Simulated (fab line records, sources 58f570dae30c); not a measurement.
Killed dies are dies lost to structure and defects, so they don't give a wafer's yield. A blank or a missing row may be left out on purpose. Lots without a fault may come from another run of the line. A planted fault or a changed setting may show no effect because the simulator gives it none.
One fault seen from 2 desks | flow berkeley_cmos170 | each desk has only its own numbers; what lay behind them comes last

THE METROLOGY DESK
What the gauges read, lot by lot, whatever tool the lot ran on: means of the sampled wafers that have a number. A lot is out of limits, marked OUT, if its mean lies more than 4 standard deviations from the usual mean; the brackets give that distance.
Columns: A = NWELL_OVL at UCB170_NWELL_OVL_MEAS_12, usual 1 nm; B = M1_AL_THK at UCB170_M1_THK_MEAS_02, usual 614 nm
lot  | first seen here | A  | B
L176 | day 2 10:37     | -3 | 613
L177 | day 2 16:04     | 6  | 621
L179 | day 2 21:22     | 6  | 604
L180 | day 3 06:46     | 2  | 629
L181 | day 3 15:10     | 8  | 612
L186 | day 4 09:07     | 6  | 608
L187 | day 4 15:32     | -4 | 624
L188 | day 4 21:02     | 3  | 605
L189 | day 5 02:26     | 4  | 619
L193 | day 6 01:52     | -2 | 619
L194 | day 6 05:49     | 4  | 621
L197 | day 6 16:53     | 3  | 619
L198 | day 6 17:27     | 0  | 607
This desk's finding: nothing out of limits on any of the 13 lots.

THE TOOL OWNER'S DESK: rie_metal-01
The tool's own readings at UCB170_M3_METAL_ETCH_18 (etches Al in Cl2/BCl3, stops on SiO2, target depth 1170 nm, time 195 s): means of the sampled wafers that have a number, for each lot that ran on this tool. A lot is out of limits, marked OUT, if its mean lies more than 4 standard deviations from the usual mean; the brackets give that distance.
Columns: A = bias_w at UCB170_M3_METAL_ETCH_18, usual 120.1 W; B = drypump_motor_current_A at UCB170_M3_METAL_ETCH_18, usual 5.8 A; C = oes_product_au at UCB170_M3_METAL_ETCH_18, usual 0.854 a.u.; D = throttle_valve_pct at UCB170_M3_METAL_ETCH_18, usual 24.41 %
lot  | first seen here | A                | B   | C     | D
L176 | day 7 17:50     | 120.1            | 5.7 | 0.863 | 24.34
L186 | day 10 07:56    | 118.8            | 5.9 | 0.852 | 24.30
L187 | day 10 18:07    | 117.2 (-8.3) OUT | 5.6 | 0.848 | 24.33
This desk's finding: out of limits on L187; first on L187, day 10 18:07 (bias_w at UCB170_M3_METAL_ETCH_18). In limits: L176, L186.

PUT TOGETHER
The tool owner's desk could have raised an alarm at day 10 18:07, on L187.
The metrology desk saw nothing out of limits.
The metrology desk has L187 on record, within its limits.
Of the lots named, all ran UCB170_M3_METAL_ETCH_18 on rie_metal-01.

WHAT THE SIMULATOR HAD PUT IN
Process parameter drift: rie_metal-01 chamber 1, from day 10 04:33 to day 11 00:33, at UCB170_M3_METAL_ETCH_18. Setting bias_w, moved by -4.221, from 120. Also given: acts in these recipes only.
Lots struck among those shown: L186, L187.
Hours from the fault's start to each desk's first reading out of limits: the tool owner's desk, 14.
